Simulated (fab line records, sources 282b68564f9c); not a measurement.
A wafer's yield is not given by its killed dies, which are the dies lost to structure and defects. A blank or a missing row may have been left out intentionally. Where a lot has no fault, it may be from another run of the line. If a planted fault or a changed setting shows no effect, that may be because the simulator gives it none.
A lot that was struck, set against a sound lot    flow rit_cmos    14 steps out of a route of 202
Sound: wafers L787.2, L787.5, L787.6. The struck wafers were L795.3, L795.4, L795.5. Last of all comes the cause.
Order at every step that has rows: each side's tool, ch and its chambers, its first start. Under that, the readings that differ: sound wafers    struck wafers    difference of the means    sigmas: that difference in standard deviations of wafers without a fault.
alike: a reading whose means differ by less than 2 such deviations, as well as words and numbers matching on both sides. not compared: withheld readings; readings where some wafer has no value; bounds like >300 that might hide an equal value; numbers whose values overlap and for which the record gives no deviation.
Wherever a step has rows on one side only, a row that says differs or no value, or a row with sigmas, the two part there. Numbers that don't overlap but have no deviation are shown without sigmas and don't part them. A reading missing from all wafers of one side parts the sides only when that side holds two or more wafers.

first, 4 steps without rows for these wafers: RIT_NWELL_SOFTBAKE_02 (time 60 s); RIT_NWELL_EXPOSE_03 (exposes mask M2, target cd 43900 nm); RIT_NWELL_PEB_04; RIT_NWELL_DEVELOP_05 (develop time 68 s).
RIT_NWELL_OVL_MEAS_06:
  sound on overlay-01, day 3 23:41; struck on overlay-01, day 5 14:58
  alike: NWELL_OVL
then, 2 steps without rows for these wafers: RIT_NWELL_HARDBAKE_07 (time 120 s); RIT_NWELL_IMPLANT_08.
RIT_NWELL_STRIP_09: strips in O2, time 180 s.
  sound on plasma_asher-02 ch 0,1, day 4 00:07; struck on plasma_asher-04 ch 0,1, day 5 15:26
  alike: drypump_motor_current_A
  not compared: rf_hours_counter_h
RIT_NWELL_TW_MEAS_10:
  sound on film_metro-02, day 4 00:19; struck on film_metro-02, day 5 15:35
  alike: NWELL_TW
then, 3 steps without rows for these wafers: RIT_PWELL_HMDS_00 (prime time 60 s); RIT_PWELL_COAT_01 (resist thk 1300 nm); RIT_PWELL_SOFTBAKE_02 (time 60 s).
RIT_PWELL_EXPOSE_03: exposes mask M3, target cd 43700 nm.
  struck on iline_stepper-02, day 5 16:07; sound on iline_stepper-02 ch 0, day 4 00:57
  no value came back on the struck wafers for exposure_dose_mJ_cm2, focus_offset_nm (nm); on the sound wafers exposure_dose_mJ_cm2 reads 250.42 250.32 250.45
  alike: mask
then, 1 step without rows for these wafers: RIT_PWELL_PEB_04.

== WHERE THEY PART ==
Only at RIT_PWELL_EXPOSE_03, as far as this record shows.

WHY: whatever the simulator had introduced
Entire step skipped (iline_stepper-02, RIT_PWELL_EXPOSE_03), from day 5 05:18 onward. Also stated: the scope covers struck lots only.
